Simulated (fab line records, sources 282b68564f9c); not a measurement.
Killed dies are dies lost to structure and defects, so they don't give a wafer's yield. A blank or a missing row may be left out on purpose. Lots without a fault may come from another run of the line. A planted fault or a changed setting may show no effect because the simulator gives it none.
fab line records | flow rit_cmos
record lots=13 wafers=39 last_day=8
route steps=202 shown FOX2@27 PRETRO@73 GATE@93
lots that met no fault: from a run of the same line without faults
start_h: hours from the record's first day to the start of the lot's first wafer shown | wait_h: hours since the lot's step before | " the same as in the row above | L1.1+2: a row that stands for several wafers | - no value, or no start given | * or withheld: withheld | < > ~ a bound
route shown NAME@n: a module of which the file shows steps, and the number in the route of the first | usual: mean/standard deviation of fault-free wafers | same: alike in all rows | chamber/n: place in a boat | sites: the reading at each site | _std_site: their standard deviation | _edge_site: outer sites' mean less inner sites' | radius_mm: how far each site lies from the wafer's centre | mask NAME#n: copy n | behind: the tool/chamber that last shaped the wafer | hold: why the lot was held/for how many hours/how that ended | device: the transistor (n, p or np) that didn't switch | end of line: the same wafers' tests at the end of the route | a step without rows: its recipe alone | killed: dies lost to structure and defects at the first sort, not the wafer's yield | map: a wafer's dies, x killed, . not, _ none there
set.NAME: the setting as run; set.NAME@STEP: as run at that earlier step | model.NAME: the simulator's own value behind a step, which no gauge read
steps of the route over a sample of lots; a table a step, a row a wafer
services: from which hour (start_h, from the record's first day; less than 0 if before it) a tool's chamber was out of use, for how many hours, and why
## steps
# step RIT_FOX2_THK_MEAS_90
# recipe reads=SiO2_of_FOX2_OXIDATION_00
# usual FIELD_OXIDE_LEFT_1_THK=325/7.5
# columns lot.wafer tool chamber start_h wait_h FIELD_OXIDE_LEFT_1_THK[nm]
L425.1 film_metro-02 - 23.69 0.0 324
L425.2 " - " " 332
L425.4 " - " " 330
L426.2 film_metro-04 - 29.51 0.0 322
L426.4 " - " " 322
L426.6 " - " " 319
L429.2 film_metro-04 - 44.81 0.0 329
L429.3 " - " " 332
L429.6 " - " " 327
L433.1 film_metro-03 - 63.38 0.0 321
L433.5 " - " " 332
L433.6 " - " " 326
L435.1 film_metro-04 - 71.32 0.0 336
L435.2 " - " " 337
L435.3 " - " " 340
L438.1 film_metro-03 - 84.77 0.0 318
L438.2 " - " " 320
L438.3 " - " " 317
L440.4 film_metro-04 - 97.97 0.0 324
L440.5 " - " " 325
L440.6 " - " " 321
L442.1 film_metro-03 - 106.82 0.0 320
L442.3 " - " " 321
L442.6 " - " " 321
L444.1 film_metro-03 - 130.32 0.0 326
L444.3 " - " " 319
L444.4 " - " " 323
L445.4 film_metro-04 - 130.35 0.0 316
L445.5 " - " " 321
L445.6 " - " " 326
L446.1 film_metro-03 - 135.03 0.0 333
L446.3 " - " " 323
L446.6 " - " " 331
L447.1 film_metro-04 - 135.03 0.0 328
L447.4 " - " " 323
L447.6 " - " " 327
L448.1 film_metro-04 - 144.05 0.0 318
L448.2 " - " " 315
L448.5 " - " " 317
# step RIT_PRETRO_STRIP_09
# recipe chemistry=O2 time_s=180 resist=NOVOLAK platen_temp_c=withheld power_w=500 pressure_mtorr=4000 o2_flow_sccm=4000
# usual drypump_motor_current_A=5.6/0.35
# columns lot.wafer tool chamber start_h wait_h drypump_motor_current_A rf_hours_counter_h
L425.1 plasma_asher-01 1 36.79 0.1 5.7 24
L425.2 " 0 " " 5.1 24
L425.4 " 0 " " 5.1 -
L426.2 plasma_asher-04 1 41.97 0.1 5.6 40
L426.4 " 1 " " 5.6 -
L426.6 " 0 " " 5.9 -
L429.2 plasma_asher-03 1 56.32 0.1 5.5 37
L429.3 " 1 " " 5.5 -
L429.6 " 1 " " 5.4 -
L433.1 plasma_asher-03 1 75.43 0.1 5.5 39
L433.5 " 1 " " 5.5 -
L433.6 " 0 " " 6.3 -
L435.1 plasma_asher-01 1 83.27 0.1 5.8 30
L435.2 " 0 " " 5.1 30
L435.3 " 1 " " 5.7 -
L438.1 plasma_asher-01 1 96.58 0.1 5.8 31
L438.2 " 0 " " 5.1 31
L438.3 " 0 " " 5.1 -
L440.4 plasma_asher-03 1 109.93 0.1 5.5 -
L440.5 " 0 " " 6.2 -
L440.6 " 1 " " 5.5 -
L442.1 plasma_asher-04 0 121.24 0.1 5.9 48
L442.3 " 0 " " 5.9 -
L442.6 " 0 " " 5.9 -
L444.1 plasma_asher-04 1 142.34 0.1 5.6 50
L444.3 " 1 " " 5.6 -
L444.4 " 0 " " 5.9 -
L445.4 plasma_asher-03 0 142.77 0.1 6.3 -
L445.5 " 1 " " 5.5 -
L445.6 " 0 " " 6.3 -
L447.1 plasma_asher-01 1 148.13 0.1 5.7 36
L447.4 " 0 " " 5.1 -
L447.6 " 1 " " 5.7 -
L446.1 plasma_asher-04 1 150.29 0.1 5.6 51
L446.3 " 1 " " 5.6 -
L446.6 " 1 " " 5.6 -
L448.1 plasma_asher-01 0 155.60 0.1 5.1 37
L448.2 " 1 " " 5.8 37
L448.5 " 0 " " 5.1 -
# step RIT_GATE_OVL_MEAS_17
# usual GATE_OVL=0.4/1.4
# columns lot.wafer tool chamber start_h wait_h GATE_OVL[nm]
L425.1 overlay-01 - 43.70 0.1 2.7
L425.2 " - " " 0.7
L425.4 " - " " 0.6
L426.2 overlay-01 - 49.99 0.1 1.2
L426.4 " - " " -0.5
L426.6 " - " " -0.4
L429.2 overlay-02 - 66.91 0.1 0.3
L429.3 " - " " 1.7
L429.6 " - " " 1.6
L433.1 overlay-01 - 83.53 0.1 2.7
L433.5 " - " " 3.0
L433.6 " - " " 3.5
L435.1 overlay-02 - 91.29 0.1 1.0
L435.2 " - " " -1.9
L435.3 " - " " 2.0
L438.1 overlay-02 - 105.08 0.1 1.2
L438.2 " - " " 1.7
L438.3 " - " " 0.8
L440.4 overlay-02 - 131.94 0.1 0.2
L440.5 " - " " 0.3
L440.6 " - " " 0.2
L442.1 overlay-02 - 136.21 0.1 -0.4
L442.3 " - " " 0.3
L442.6 " - " " -0.4
L444.1 overlay-01 - 149.28 0.1 0.3
L444.3 " - " " -0.5
L444.4 " - " " 0.9
L445.4 overlay-02 - 149.62 0.1 2.3
L445.5 " - " " 0.5
L445.6 " - " " 2.0
L447.1 overlay-01 - 157.07 0.1 1.5
L447.4 " - " " -0.9
L447.6 " - " " -0.2
L446.1 overlay-02 - 159.26 0.1 1.5
L446.3 " - " " -0.3
L446.6 " - " " 1.5
L448.1 overlay-01 - 162.29 0.1 -0.3
L448.2 " - " " 1.4
L448.5 " - " " -0.1
# step RIT_GATE_ETCH_19
# recipe chemistry=SF6/CHF3/O2 time_s=165 SF6_flow_sccm=30 CHF3_flow_sccm=30 O2_flow_sccm=5 target=poly-Si pressure_mtorr=40 rf_w=160 target_depth_a=3125 over_etch_frac=0.25 stop_on=SiO2
# usual O2_flow_sccm=4.999/0.015 drypump_motor_current_A=5.91/0.3 oes_product_au=0.847/0.0099 over_etch_frac=0.25/0 throttle_valve_pct=10.24/0.16
# columns lot.wafer tool chamber start_h wait_h O2_flow_sccm drypump_motor_current_A oes_product_au over_etch_frac rf_hours_counter_h throttle_valve_pct
L425.1 rie_si-01 1 43.89 0.1 5.016 5.73 0.847 0.25 110 9.92
L425.2 " 0 " " 5.019 6.13 0.857 0.25 2 10.53
L425.4 " 3 " " 4.996 5.66 0.869 0.25 119 10.31
L426.2 rie_si-02 3 50.35 0.1 5.015 5.58 0.858 0.25 3 10.16
L426.4 " 1 " " 4.994 6.03 0.854 0.25 93 10.29
L426.6 " 1 " " 5.004 6.06 0.849 0.25 - 10.29
L429.2 rie_si-01 2 67.31 0.1 4.999 6.23 0.852 0.25 118 10.28
L429.3 " 1 " " 4.973 5.70 0.834 0.25 110 9.90
L429.6 " 2 " " 5.002 6.20 0.863 0.25 - 10.28
L433.1 rie_si-01 2 83.71 0.1 4.985 6.21 0.853 0.25 118 10.26
L433.5 " 3 " " 4.984 5.70 0.885 0.18065 - 10.30
L433.6 " 2 " " 4.982 6.21 0.847 0.25 - 10.29
L435.1 rie_si-01 3 91.48 0.1 4.994 5.69 0.892 0.18065 120 10.29
L435.2 " 2 " " 5.010 6.18 0.850 0.25 118 10.28
L435.3 " 1 " " 4.996 5.74 0.833 0.25 110 9.90
L438.1 rie_si-02 2 105.30 0.1 4.997 6.37 0.857 0.25 2 10.16
L438.2 " 1 " " 4.978 6.04 0.840 0.25 93 10.30
L438.3 " 3 " " 5.007 5.55 0.829 0.25 3 10.17
L440.4 rie_si-02 1 132.11 0.1 4.999 6.07 0.832 0.25 94 10.29
L440.5 " 3 " " 5.015 5.57 0.834 0.25 - 10.17
L440.6 " 2 " " 5.015 6.33 0.839 0.25 - 10.15
L442.1 rie_si-02 0 136.39 0.1 4.984 5.53 0.833 0.25 56 10.31
L442.3 " 2 " " 5.010 6.33 0.851 0.25 2 10.15
L442.6 " 2 " " 5.015 6.33 0.854 0.25 - 10.16
L444.1 rie_si-02 3 149.59 0.1 4.979 5.57 0.857 0.25 3 10.16
L444.3 " 0 " " 5.000 5.49 0.857 0.25 56 10.32
L444.4 " 1 " " 4.987 6.09 0.852 0.25 94 10.28
L445.4 rie_si-01 2 149.95 0.1 4.993 6.22 0.859 0.25 119 10.29
L445.5 " 3 " " 4.985 5.69 0.853 0.25 - 10.29
L445.6 " 0 " " 4.975 6.13 0.850 0.25 - 10.52
L447.1 rie_si-02 0 157.26 0.1 5.011 5.50 0.849 0.25 56 10.31
L447.4 " 3 " " 5.009 5.57 0.856 0.25 3 10.16
L447.6 " 2 " " 5.017 6.36 0.857 0.25 - 10.17
L446.1 rie_si-01 0 159.45 0.1 4.999 6.17 0.861 0.25 3 10.51
L446.3 " 1 " " 5.000 5.69 0.843 0.25 111 9.90
L446.6 " 2 " " 5.000 6.22 0.861 0.25 - 10.28
L448.1 rie_si-02 3 162.61 0.1 4.953 5.56 0.837 0.25 4 10.16
L448.2 " 2 " " 4.977 6.37 0.863 0.25 3 10.15
L448.5 " 3 " " 4.975 5.54 0.837 0.25 - 10.16
## services
# columns tool chamber start_h hours kind
rie_si-01 - 127.20 0.8 repair
plasma_asher-01 - 132.24 3.4 repair
rie_si-01 2 144.39 4.4 repair
## key
first_sign step=RIT_GATE_ETCH_19 reading=over_etch_frac direction=down sigmas=99+ usual=0.25 struck=0.18065
effect step=RIT_GATE_ETCH_19 reading=oes_product_au direction=up sigmas=4.1 usual=0.847 struck=0.888
met_at RIT_GATE_ETCH_19
struck_lots L433,L435
struck_wafers L433.5,L435.1
tester_left_out L433,L435
not_acting_at RIT_FOX2_THK_MEAS_90,RIT_PRETRO_STRIP_09,RIT_GATE_OVL_MEAS_17
onset_between 43.89 83.71
fault kind=process_parameter_drift tool=rie_si-01 chamber=3 onset_h=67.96 steps=RIT_GATE_ETCH_19 channel=over_etch_frac offset=-0.069354 shape=step end_h=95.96 stated=0.25
# tester_left_out: of these lots the tester's yield and bins aren't shown, on N5 and GAA mostly nor the transistor test; their killed dies are dies lost to structure and defects alone, not to doping, threshold or leakage, so they don't give the yield
